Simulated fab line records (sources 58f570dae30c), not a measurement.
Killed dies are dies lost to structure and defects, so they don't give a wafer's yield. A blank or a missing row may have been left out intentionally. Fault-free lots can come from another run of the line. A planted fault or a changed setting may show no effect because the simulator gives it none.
Which of the tools did it?	flow berkeley cmos170	Sampling: 14 lots, 42 wafers, 6 of 331 route steps

## WHAT THE GAUGES SHOWED, per wafer
UCB170_PLDD_TW_MEAS_11.
lot	measured	on	PLDD_TW
L907	day 7 16:17	film metro-02	1015 1015 1019
L909	day 8 02:12	film metro-01	1027 1024 1027
L908	day 8 03:02	film metro-03	1011 1013 1012
L911	day 8 12:03	film metro-01	1029 1019 1026
L916	day 9 11:07	film metro-02	1006 1003 1009
L914	day 9 12:05	film metro-03	1010 1010 1014
L918	day 9 12:55	film metro-03	1014 1013 1013
L913	day 9 13:10	film metro-01	1020 1020 1019
L917	day 9 13:46	film metro-02	1011 1009 1010
L919	day 10 03:54	film metro-02	1143 1141 1147
L921	day 10 16:58	film metro-01	1158 1161 1156
L927	day 11 06:34	film metro-01	1024 1021 1029
L928	day 11 18:05	film metro-03	1020 1017 1014
L930	day 12 06:44	film metro-03	1017 1013 1019

UCB170_NSD_OVL_MEAS_07.
lot	measured	on	NSD_OVL (nm)
L907	day 8 11:07	overlay-01	-1 -1 -6
L909	day 8 15:32	overlay-01	-1 -2 -4
L908	day 8 16:05	overlay-01	-2 -3 3
L911	day 9 02:43	overlay-01	-13 -9 -14
L916	day 9 23:56	overlay-02	-6 -6 -7
L914	day 10 00:13	overlay-02	9 1 1
L918	day 10 00:02	overlay-01	-12 -14 -12
L913	day 10 00:25	overlay-02	-1 -7 1
L917	day 10 00:37	overlay-02	0 1 -7
L919	day 10 16:56	overlay-02	4 5 8
L921	day 11 06:20	overlay-02	0 -1 4
L927	day 11 17:42	overlay-01	9 13 10
L928	day 12 08:02	overlay-02	-3 -2 -1
L930	day 12 19:46	overlay-01	-8 -7 -8

UCB170_SDANNEAL_RS_MEAS_04: the measuring method here is four-point-probe.
lot	measured	on	PLDD_RS (ohm/sq)
L907	day 8 13:31	film metro-01	1029.8 1027.6 1026.0
L909	day 8 17:12	film metro-02	1030.0 1028.8 1029.8
L908	day 8 17:45	film metro-01	1033.1 1033.6 1036.6
L911	day 9 04:29	film metro-03	1033.7 1035.7 1032.6
L916	day 10 01:43	film metro-01	1037.6 1031.4 1035.2
L914	day 10 02:13	film metro-01	1028.2 1028.2 1029.8
L918	day 10 02:04	film metro-02	1029.2 1028.5 1029.6
L913	day 10 02:32	film metro-03	1034.7 1035.8 1035.0
L917	day 10 02:41	film metro-01	1031.5 1028.9 1028.7
L919	day 10 18:41	film metro-03	759.8 755.0 756.3
L921	day 11 08:22	film metro-03	760.1 756.4 757.7
L927	day 11 19:25	film metro-01	1032.9 1036.7 1034.7
L928	day 12 09:51	film metro-01	1026.4 1030.5 1030.1
L930	day 12 21:23	film metro-02	1031.3 1030.4 1029.7

UCB170_V1_BOW_MEAS_03.
lot	measured	on	V1_BOW (um)
L907	day 8 23:25	film metro-04	14 16 13
L909	day 9 01:55	film metro-03	20 25 24
L908	day 9 03:15	film metro-01	19 3 20
L911	day 9 17:41	film metro-04	16 21 19
L916	day 10 11:29	film metro-04	27 18 30
L914	day 10 19:36	film metro-04	21 23 17
L918	day 10 18:13	film metro-04	20 13 25
L913	day 10 19:55	film metro-04	31 18 20
L917	day 10 20:12	film metro-03	19 16 19
L919	day 11 06:54	film metro-03	30 28 21
L921	day 11 19:40	film metro-03	7 19 25
L927	day 12 06:49	film metro-04	27 18 21
L928	day 12 21:11	film metro-01	17 20 13
L930	day 13 06:13	film metro-03	11 32 18

UCB170_M2_CD_MEAS_90: target cd 700 nm.
lot	measured	on	cd nm (nm)
L907	day 9 04:13	cd sem-01	697 704 700
L909	day 9 06:32	cd sem-02	705 701 699
L908	day 9 08:50	cd sem-02	707 699 706
L911	day 9 22:34	cd sem-01	708 707 706
L916	day 10 19:35	cd sem-01	705 702 702
L914	day 11 05:04	cd sem-02	707 705 710
L918	day 10 22:51	cd sem-01	704 704 706
L913	day 11 06:17	cd sem-02	708 706 709
L917	day 11 05:32	cd sem-02	692 695 699
L919	day 11 14:28	cd sem-02	703 709 705
L921	day 12 00:19	cd sem-02	703 701 701
L927	day 12 12:11	cd sem-02	703 701 705
L928	day 13 01:56	cd sem-02	694 701 696
L930	day 13 11:04	cd sem-01	704 700 704

## WHAT TOOL EACH LOT RAN ON (gives the tool, then ch and the chambers of the sampled wafers, and finally the start)
lot	UCB170_PLDD_IMPLANT_08
L907	implanter-04 ch 0, day 7 15:54
L909	implanter-03 ch 0, day 8 01:48
L908	implanter-04 ch 0, day 8 02:38
L911	implanter-03 ch 0, day 8 11:41
L916	implanter-04 ch 0, day 9 10:43
L914	implanter-03 ch 0, day 9 11:41
L918	implanter-04 ch 0, day 9 12:32
L913	implanter-03 ch 0, day 9 12:48
L917	implanter-04 ch 0, day 9 13:22
L919	implanter-02 ch 0, day 10 03:11
L921	implanter-04 ch 0, day 10 16:15
L927	implanter-03 ch 0, day 11 06:10
L928	implanter-02 ch 0, day 11 17:43
L930	implanter-03 ch 0, day 12 06:21
- UCB170_PLDD_IMPLANT_08

## AS READ BY THE TOOLS THEMSELVES (means over the sampled wafers that have a number; for cases with no such wafer, the mark the record gives instead)
UCB170_PLDD_IMPLANT_08.
lot	tool	rotation deg (degrees)
L907	implanter-04	-0.023
L909	implanter-03	0.011
L908	implanter-04	-0.032
L911	implanter-03	-0.004
L916	implanter-04	0.007
L914	implanter-03	-0.003
L918	implanter-04	0.028
L913	implanter-03	0.009
L917	implanter-04	-0.006
L919	implanter-02	0.011
L921	implanter-04	0.015
L927	implanter-03	-0.010
L928	implanter-02	-0.016
L930	implanter-03	0.010

## THE ANSWER, worked out from the rows above alone
Rule: usual is defined by the lots themselves. The widest of any qualifying gaps counts: lots, ordered by their means at a reading, are off when they make up no more than a third of the lots, leave a main group of 4 or more, and stand apart from it by 3 or more times the standard deviation of that group's means. The tables above print the reading to a certain number of digits; a main group whose means all agree to those digits is not used. Also off: a lot with no number at a reading for which 4 or more lots have one. Any other lot the step has rows for is counted as sound. The gauges are gone through in route order, then the tools' own readings, and for those a lot's mean is taken as printed above. The first step at which some lot is off is used, and at that step the reading that is off furthest; a lot without a number counts as furthest.
Off: L919, L921, seen at UCB170_PLDD_TW_MEAS_11 (PLDD_TW). The main group: mean 1016, standard deviation 6.1.
If a tool, at a process step before that reading, ran all the lots that are off and no sound lot after the first of them, it fits. The gauges at UCB170_PLDD_TW_MEAS_11 aren't tried: what is off there is off at UCB170_SDANNEAL_RS_MEAS_04 too, on other tools, and a gauge's error can't cause that. No candidate that was tried fits.

## WHAT THE SIMULATOR PUT IN
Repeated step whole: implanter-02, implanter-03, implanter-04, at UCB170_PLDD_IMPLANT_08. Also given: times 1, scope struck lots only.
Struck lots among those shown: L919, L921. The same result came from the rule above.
